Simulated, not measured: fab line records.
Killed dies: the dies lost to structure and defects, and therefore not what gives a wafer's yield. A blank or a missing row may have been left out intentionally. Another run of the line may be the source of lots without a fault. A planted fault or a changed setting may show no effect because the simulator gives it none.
Which tool was responsible? | flow berkeley-cmos170 | 15 lots, 45 wafers sampled, at 4 steps of a route of 331

WHAT THE GAUGES READ, wafer by wafer
UCB170_M3_THK_MEAS_03: measures by xrf.
lot  | measured     | on            | M3_AL_THK (nm)
L873 | day 9 04:02  | film-metro-02 | 907 904 904
L874 | day 9 01:11  | film-metro-04 | 903 907 914
L875 | day 9 16:44  | film-metro-01 | 906 897 909
L877 | day 10 09:15 | film-metro-01 | 924 917 912
L878 | day 10 08:59 | film-metro-02 | 893 908 892
L879 | day 10 09:28 | film-metro-02 | 896 917 913
L880 | day 10 07:38 | film-metro-01 | 929 925 920
L882 | day 11 04:18 | film-metro-02 | 915 918 933
L884 | day 11 22:22 | film-metro-01 | 916 913 923
L890 | day 13 22:11 | film-metro-02 | 910 902 901
L891 | day 13 23:32 | film-metro-04 | 909 926 922
L892 | day 13 23:14 | film-metro-01 | 924 916 931
L893 | day 14 21:50 | film-metro-01 | 925 924 933
L894 | day 14 22:13 | film-metro-04 | 909 917 904
L895 | day 15 09:25 | film-metro-02 | 912 918 921

UCB170_M3_OVL_MEAS_16.
lot  | measured     | on         | M3_OVL (nm)
L873 | day 9 05:58  | overlay-01 | 1 -1 5
L874 | day 9 03:05  | overlay-01 | 5 10 8
L875 | day 9 18:29  | overlay-02 | 1 3 8
L877 | day 10 11:33 | overlay-02 | -9 -9 -11
L878 | day 10 11:23 | overlay-02 | 10 8 10
L879 | day 10 11:45 | overlay-02 | -5 0 -7
L880 | day 10 09:35 | overlay-02 | 4 1 4
L882 | day 11 06:11 | overlay-01 | 0 1 -2
L884 | day 12 02:21 | overlay-01 | 2 -2 1
L890 | day 14 00:24 | overlay-01 | -4 -10 -4
L891 | day 14 02:07 | overlay-01 | 4 6 -2
L892 | day 14 01:49 | overlay-01 | 7 8 6
L893 | day 15 02:34 | overlay-02 | -1 0 -4
L894 | day 15 02:52 | overlay-02 | 1 0 1
L895 | day 15 13:28 | overlay-02 | 1 0 2

TOOL THAT RAN EACH LOT (tool first, then ch and the chambers of the sampled wafers, then the start)
lot  | UCB170_NWELL_OXIDATION_01    | UCB170_V2_STRIP_15
L873 | furnace-02 ch 0, day 2 09:32 | plasma-asher-01 ch 0,1, day 9 03:32
L874 | furnace-01 ch 0, day 2 14:35 | plasma-asher-04 ch 0,1, day 9 00:41
L875 | furnace-01 ch 0, day 2 22:07 | plasma-asher-01 ch 0,1, day 9 16:14
L877 | furnace-01 ch 0, day 3 08:23 | plasma-asher-01 ch 0,1, day 10 08:44
L878 | furnace-01 ch 0, day 3 08:23 | plasma-asher-04 ch 0,1, day 10 08:29
L879 | furnace-01 ch 0, day 3 18:15 | plasma-asher-04 ch 0,1, day 10 08:58
L880 | furnace-01 ch 0, day 3 18:15 | plasma-asher-03 ch 0,1, day 10 07:08
L882 | furnace-02 ch 0, day 4 07:56 | plasma-asher-04 ch 0,1, day 11 03:49
L884 | furnace-02 ch 0, day 4 07:56 | plasma-asher-01 ch 0,1, day 11 21:53
L890 | furnace-04 ch 0, day 5 22:20 | plasma-asher-01 ch 0,1, day 13 21:41
L891 | furnace-04 ch 0, day 6 02:37 | plasma-asher-01 ch 0,1, day 13 23:02
L892 | furnace-04 ch 0, day 6 02:37 | plasma-asher-01 ch 0,1, day 13 22:44
L893 | furnace-02 ch 0, day 6 13:37 | plasma-asher-04 ch 0, day 14 21:21
L894 | furnace-02 ch 0, day 6 13:37 | plasma-asher-03 ch 0,1, day 14 21:44
L895 | furnace-01 ch 0, day 6 23:09 | plasma-asher-04 ch 0,1, day 15 08:54
- UCB170_NWELL_OXIDATION_01: target thk 26.4 nm, ox time 1260 s.
- UCB170_V2_STRIP_15: strips in O2.

WHAT THE TOOLS THEMSELVES READ (means of the sampled wafers that have a number; where no wafer has one, the mark that the record gives instead)
UCB170_NWELL_OXIDATION_01.
lot  | tool       | tube-center-temp-C (C) | zone-power-centre-pct (%) | zone-power-load-pct (%)
L873 | furnace-02 | 1000                   | 51.4                      | 32
L874 | furnace-01 | 1000                   | 49.3                      | 39
L875 | furnace-01 | 1000                   | 49.6                      | 39
L877 | furnace-01 | 1000                   | 48.7                      | 39
L878 | furnace-01 | 1000                   | 49.1                      | 39
L879 | furnace-01 | 1000                   | 49.2                      | 39
L880 | furnace-01 | 1000                   | 48.9                      | 39
L882 | furnace-02 | 1000                   | 51.9                      | 32
L884 | furnace-02 | 1000                   | 52.1                      | 32
L890 | furnace-04 | 1000                   | 54.9                      | 35
L891 | furnace-04 | 1000                   | 53.8                      | 36
L892 | furnace-04 | 1000                   | 54.4                      | 36
L893 | furnace-02 | 1000                   | 52.4                      | 32
L894 | furnace-02 | 1000                   | 52.6                      | 32
L895 | furnace-01 | 1000                   | 48.7                      | 39

UCB170_V2_STRIP_15.
lot  | tool            | drypump-motor-current-A (A) | oes-product-au (a.u.) | strip-time-to-endpoint-s (s)
L873 | plasma-asher-01 | 6.0                         | 0.721                 | 15.34
L874 | plasma-asher-04 | 5.7                         | 0.726                 | 15.29
L875 | plasma-asher-01 | 5.7                         | 0.716                 | 15.32
L877 | plasma-asher-01 | 6.0                         | 0.725                 | 15.35
L878 | plasma-asher-04 | 5.7                         | 0.726                 | 15.27
L879 | plasma-asher-04 | 5.4                         | 0.723                 | 15.28
L880 | plasma-asher-03 | 5.9                         | 0.725                 | 15.23
L882 | plasma-asher-04 | 5.7                         | 0.725                 | 15.20
L884 | plasma-asher-01 | 5.8                         | 0.725                 | 15.33
L890 | plasma-asher-01 | 6.0                         | 0.717                 | 15.46
L891 | plasma-asher-01 | 6.0                         | 0.717                 | 15.40
L892 | plasma-asher-01 | 6.0                         | 0.721                 | 15.50
L893 | plasma-asher-04 | 6.1                         | 0.718                 | 15.58
L894 | plasma-asher-03 | 6.2                         | 0.722                 | 15.44
L895 | plasma-asher-04 | 5.7                         | 0.720                 | 15.18

THE ANSWER, worked out from the rows above alone
Rule: the usual values come from the lots themselves. The widest of any qualifying gaps counts: lots, ordered by their means at a reading, are off when they make up no more than a third of the lots, leave a main group of 4 or more, and stand apart from it by 3 or more times the standard deviation of that group's means. The tables above print the reading to a certain number of digits; a main group whose means all agree to those digits is not used. A lot without any number at a reading at which 4 lots or more have one is off too. All remaining lots with rows at the step are treated as sound. Order of review: gauges by route order, followed by the tools' own readings, for which a lot's mean as printed above is used. The first step at which some lot is off is used, and at that step the reading that is off furthest; a lot without a number counts as furthest.
Nothing can be told from this: no lot is off at any reading shown.

WHAT THE SIMULATOR PUT IN
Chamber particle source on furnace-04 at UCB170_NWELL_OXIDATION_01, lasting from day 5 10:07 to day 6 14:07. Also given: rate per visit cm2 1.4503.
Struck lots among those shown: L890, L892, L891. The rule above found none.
